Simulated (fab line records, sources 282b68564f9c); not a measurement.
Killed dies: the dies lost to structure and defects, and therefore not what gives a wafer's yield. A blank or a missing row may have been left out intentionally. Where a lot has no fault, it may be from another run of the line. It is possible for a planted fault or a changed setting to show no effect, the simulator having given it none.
fab line records || flow rit_cmos
record: {"lots": 14, "wafers": 42, "last_day": 7}
route steps=202 shown ACTIVE@2
lots with no fault: from the same line, run without faults
start_h: hours from the record's opening day to when the first of the lot's shown wafers began || wait_h: hours since the lot's step before || " the same as in the row above || L1.1+2: a row that stands for several wafers || - no value present, or no start provided || * or withheld: withheld || < > ~ a bound
route shown NAME@n: names a module that has steps shown in the file, with the first one's number in the route || usual: average and standard deviation across the fault-free wafers || same: alike in all rows || chamber/n: place in a boat || sites: readings site by site || _std_site: standard deviation of those values || _edge_site: outer sites' mean less inner sites' || radius_mm: for every site, how far away it sits from the centre of the wafer || mask NAME#n: copy n || behind: tool/chamber where the wafer was last shaped || hold: what put the lot on hold/how long, in hours/how the hold closed || device: the transistor (n, p or np) that didn't switch || end of line: tests run on the same wafers once the route is complete || a step without rows: its recipe alone || killed: dies that structure and defects cost at the first sort, which is not the same as the wafer's yield || map: per-die view of a wafer (x killed, . not killed, _ where there is no die)
set.NAME: the setting that was run; set.NAME@STEP: the one run at that earlier step || model.NAME: the simulator's own value behind a step, which no gauge read
the route's steps for a sample of lots (tables are steps, rows are wafers)
services: a tool's chamber out of use, with start hour (start_h, from the record's first day; less than 0 if before it), hours out, and reason
== steps ==
step: RIT_ACTIVE_OXIDATION_01
recipe: {"temp_c": 1000, "ambient": "O2", "target_thk_a": 468, "ox_time_s": 3360}
{"lot.wafer": "L392.1+2+4", "tool": "furnace-03", "chamber": 0, "start_h": 11.18, "wait_h": 1.2}
{"lot.wafer": "L393.1+4+6", "tool": "furnace-01", "chamber": 0, "start_h": 15.98, "wait_h": 1.0}
{"lot.wafer": "L394.2+3+5", "tool": "furnace-01", "chamber": 0, "start_h": 20.19, "wait_h": 0.1}
{"lot.wafer": "L395.1+3+6", "tool": "furnace-03", "chamber": 0, "start_h": 26.56, "wait_h": 1.5}
{"lot.wafer": "L396.2+5+6", "tool": "furnace-03", "chamber": 0, "start_h": 31.13, "wait_h": 1.1}
{"lot.wafer": "L397.1+2+4", "tool": "furnace-01", "chamber": 0, "start_h": 36.28, "wait_h": 1.3}
{"lot.wafer": "L400.2+3+4", "tool": "furnace-04", "chamber": 0, "start_h": 50.39, "wait_h": 0.4}
{"lot.wafer": "L402.1+2+4", "tool": "furnace-03", "chamber": 0, "start_h": 60.64, "wait_h": 0.6}
{"lot.wafer": "L403.3+4+5", "tool": "furnace-03", "chamber": 0, "start_h": 65.12, "wait_h": 0.1}
{"lot.wafer": "L406.1+3+6", "tool": "furnace-01", "chamber": 0, "start_h": 80.12, "wait_h": 0.1}
{"lot.wafer": "L407.2+3+4", "tool": "furnace-04", "chamber": 0, "start_h": 85.29, "wait_h": 0.3}
{"lot.wafer": "L409.1+3+6", "tool": "furnace-01", "chamber": 0, "start_h": 96.29, "wait_h": 1.3}
{"lot.wafer": "L411.2+5+6", "tool": "furnace-01", "chamber": 0, "start_h": 106.00, "wait_h": 1.0}
{"lot.wafer": "L415.1+4+5", "tool": "furnace-04", "chamber": 0, "start_h": 125.76, "wait_h": 0.7}
step: RIT_ACTIVE_THK_MEAS_02
recipe: {"reads": "SiO2_of_ACTIVE_OXIDATION_01"}
usual: {"ACTIVE_OXIDE_THK": "46.6/0.99"}
{"lot.wafer": "L392.1", "tool": "film_metro-01", "chamber": "-", "start_h": 13.11, "wait_h": 0.0, "ACTIVE_OXIDE_THK[nm]": 45.0}
{"lot.wafer": "L392.2", "tool": "film_metro-01", "chamber": "-", "start_h": 13.11, "wait_h": 0.0, "ACTIVE_OXIDE_THK[nm]": 44.9}
{"lot.wafer": "L392.4", "tool": "film_metro-01", "chamber": "-", "start_h": 13.11, "wait_h": 0.0, "ACTIVE_OXIDE_THK[nm]": 45.5}
{"lot.wafer": "L393.1", "tool": "film_metro-01", "chamber": "-", "start_h": 17.91, "wait_h": 0.0, "ACTIVE_OXIDE_THK[nm]": 47.9}
{"lot.wafer": "L393.4", "tool": "film_metro-01", "chamber": "-", "start_h": 17.91, "wait_h": 0.0, "ACTIVE_OXIDE_THK[nm]": 47.8}
{"lot.wafer": "L393.6", "tool": "film_metro-01", "chamber": "-", "start_h": 17.91, "wait_h": 0.0, "ACTIVE_OXIDE_THK[nm]": 47.3}
{"lot.wafer": "L394.2", "tool": "film_metro-04", "chamber": "-", "start_h": 22.13, "wait_h": 0.0, "ACTIVE_OXIDE_THK[nm]": 46.8}
{"lot.wafer": "L394.3", "tool": "film_metro-04", "chamber": "-", "start_h": 22.13, "wait_h": 0.0, "ACTIVE_OXIDE_THK[nm]": 46.7}
{"lot.wafer": "L394.5", "tool": "film_metro-04", "chamber": "-", "start_h": 22.13, "wait_h": 0.0, "ACTIVE_OXIDE_THK[nm]": 46.5}
{"lot.wafer": "L395.1", "tool": "film_metro-01", "chamber": "-", "start_h": 28.49, "wait_h": 0.0, "ACTIVE_OXIDE_THK[nm]": 45.2}
{"lot.wafer": "L395.3", "tool": "film_metro-01", "chamber": "-", "start_h": 28.49, "wait_h": 0.0, "ACTIVE_OXIDE_THK[nm]": 46.0}
{"lot.wafer": "L395.6", "tool": "film_metro-01", "chamber": "-", "start_h": 28.49, "wait_h": 0.0, "ACTIVE_OXIDE_THK[nm]": 46.1}
{"lot.wafer": "L396.2", "tool": "film_metro-04", "chamber": "-", "start_h": 33.07, "wait_h": 0.0, "ACTIVE_OXIDE_THK[nm]": 46.7}
{"lot.wafer": "L396.5", "tool": "film_metro-04", "chamber": "-", "start_h": 33.07, "wait_h": 0.0, "ACTIVE_OXIDE_THK[nm]": 47.0}
{"lot.wafer": "L396.6", "tool": "film_metro-04", "chamber": "-", "start_h": 33.07, "wait_h": 0.0, "ACTIVE_OXIDE_THK[nm]": 45.6}
{"lot.wafer": "L397.1", "tool": "film_metro-01", "chamber": "-", "start_h": 38.22, "wait_h": 0.0, "ACTIVE_OXIDE_THK[nm]": 47.6}
{"lot.wafer": "L397.2", "tool": "film_metro-01", "chamber": "-", "start_h": 38.22, "wait_h": 0.0, "ACTIVE_OXIDE_THK[nm]": 47.8}
{"lot.wafer": "L397.4", "tool": "film_metro-01", "chamber": "-", "start_h": 38.22, "wait_h": 0.0, "ACTIVE_OXIDE_THK[nm]": 47.3}
{"lot.wafer": "L400.2", "tool": "film_metro-04", "chamber": "-", "start_h": 52.34, "wait_h": 0.0, "ACTIVE_OXIDE_THK[nm]": 47.0}
{"lot.wafer": "L400.3", "tool": "film_metro-04", "chamber": "-", "start_h": 52.34, "wait_h": 0.0, "ACTIVE_OXIDE_THK[nm]": 47.0}
{"lot.wafer": "L400.4", "tool": "film_metro-04", "chamber": "-", "start_h": 52.34, "wait_h": 0.0, "ACTIVE_OXIDE_THK[nm]": 46.8}
{"lot.wafer": "L402.1", "tool": "film_metro-03", "chamber": "-", "start_h": 62.57, "wait_h": 0.0, "ACTIVE_OXIDE_THK[nm]": 72.1}
{"lot.wafer": "L402.2", "tool": "film_metro-03", "chamber": "-", "start_h": 62.57, "wait_h": 0.0, "ACTIVE_OXIDE_THK[nm]": 72.6}
{"lot.wafer": "L402.4", "tool": "film_metro-03", "chamber": "-", "start_h": 62.57, "wait_h": 0.0, "ACTIVE_OXIDE_THK[nm]": 72.3}
{"lot.wafer": "L403.3", "tool": "film_metro-01", "chamber": "-", "start_h": 67.08, "wait_h": 0.0, "ACTIVE_OXIDE_THK[nm]": 71.7}
{"lot.wafer": "L403.4", "tool": "film_metro-01", "chamber": "-", "start_h": 67.08, "wait_h": 0.0, "ACTIVE_OXIDE_THK[nm]": 72.4}
{"lot.wafer": "L403.5", "tool": "film_metro-01", "chamber": "-", "start_h": 67.08, "wait_h": 0.0, "ACTIVE_OXIDE_THK[nm]": 72.3}
{"lot.wafer": "L406.1", "tool": "film_metro-03", "chamber": "-", "start_h": 82.05, "wait_h": 0.0, "ACTIVE_OXIDE_THK[nm]": 45.1}
{"lot.wafer": "L406.3", "tool": "film_metro-03", "chamber": "-", "start_h": 82.05, "wait_h": 0.0, "ACTIVE_OXIDE_THK[nm]": 45.5}
{"lot.wafer": "L406.6", "tool": "film_metro-03", "chamber": "-", "start_h": 82.05, "wait_h": 0.0, "ACTIVE_OXIDE_THK[nm]": 45.8}
{"lot.wafer": "L407.2", "tool": "film_metro-01", "chamber": "-", "start_h": 87.24, "wait_h": 0.0, "ACTIVE_OXIDE_THK[nm]": 48.2}
{"lot.wafer": "L407.3", "tool": "film_metro-01", "chamber": "-", "start_h": 87.24, "wait_h": 0.0, "ACTIVE_OXIDE_THK[nm]": 48.3}
{"lot.wafer": "L407.4", "tool": "film_metro-01", "chamber": "-", "start_h": 87.24, "wait_h": 0.0, "ACTIVE_OXIDE_THK[nm]": 48.5}
{"lot.wafer": "L409.1", "tool": "film_metro-03", "chamber": "-", "start_h": 98.23, "wait_h": 0.0, "ACTIVE_OXIDE_THK[nm]": 45.8}
{"lot.wafer": "L409.3", "tool": "film_metro-03", "chamber": "-", "start_h": 98.23, "wait_h": 0.0, "ACTIVE_OXIDE_THK[nm]": 45.7}
{"lot.wafer": "L409.6", "tool": "film_metro-03", "chamber": "-", "start_h": 98.23, "wait_h": 0.0, "ACTIVE_OXIDE_THK[nm]": 45.7}
{"lot.wafer": "L411.2", "tool": "film_metro-03", "chamber": "-", "start_h": 107.94, "wait_h": 0.0, "ACTIVE_OXIDE_THK[nm]": 45.3}
{"lot.wafer": "L411.5", "tool": "film_metro-03", "chamber": "-", "start_h": 107.94, "wait_h": 0.0, "ACTIVE_OXIDE_THK[nm]": 44.6}
{"lot.wafer": "L411.6", "tool": "film_metro-03", "chamber": "-", "start_h": 107.94, "wait_h": 0.0, "ACTIVE_OXIDE_THK[nm]": 44.8}
{"lot.wafer": "L415.1", "tool": "film_metro-01", "chamber": "-", "start_h": 127.69, "wait_h": 0.0, "ACTIVE_OXIDE_THK[nm]": 46.9}
{"lot.wafer": "L415.4", "tool": "film_metro-01", "chamber": "-", "start_h": 127.69, "wait_h": 0.0, "ACTIVE_OXIDE_THK[nm]": 46.5}
{"lot.wafer": "L415.5", "tool": "film_metro-01", "chamber": "-", "start_h": 127.69, "wait_h": 0.0, "ACTIVE_OXIDE_THK[nm]": 46.8}
== services ==
{"tool": "furnace-01", "chamber": "-", "start_h": -5.40, "hours": 5.2, "kind": "pm"}
{"tool": "furnace-01", "chamber": "-", "start_h": 22.12, "hours": 3.6, "kind": "pm"}
{"tool": "furnace-04", "chamber": "-", "start_h": 28.30, "hours": 3.6, "kind": "pm"}
== key ==
first_sign: {"step": "RIT_ACTIVE_THK_MEAS_02", "reading": "ACTIVE_OXIDE_THK", "direction": "up", "sigmas": 26, "usual": 46.6, "struck": 72.2}
effect none on later readings
met_at RIT_ACTIVE_OXIDATION_01
struck_lots L402,L403
tester_left_out L402,L403
onset_between 31.13 60.64
fault: {"kind": "process_parameter_drift", "tool": "furnace-03", "chamber": "-", "onset_h": 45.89, "steps": "RIT_ACTIVE_OXIDATION_01", "channel": "ox_time_s", "offset": "*", "shape": "step", "end_h": 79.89, "acts_in": "*", "stated": "*"}
tester_left_out: of these lots the tester's yield and bins aren't shown, on N5 and GAA mostly nor the transistor test; their killed dies are dies lost to structure and defects alone, not to doping, threshold or leakage, so they don't give the yield
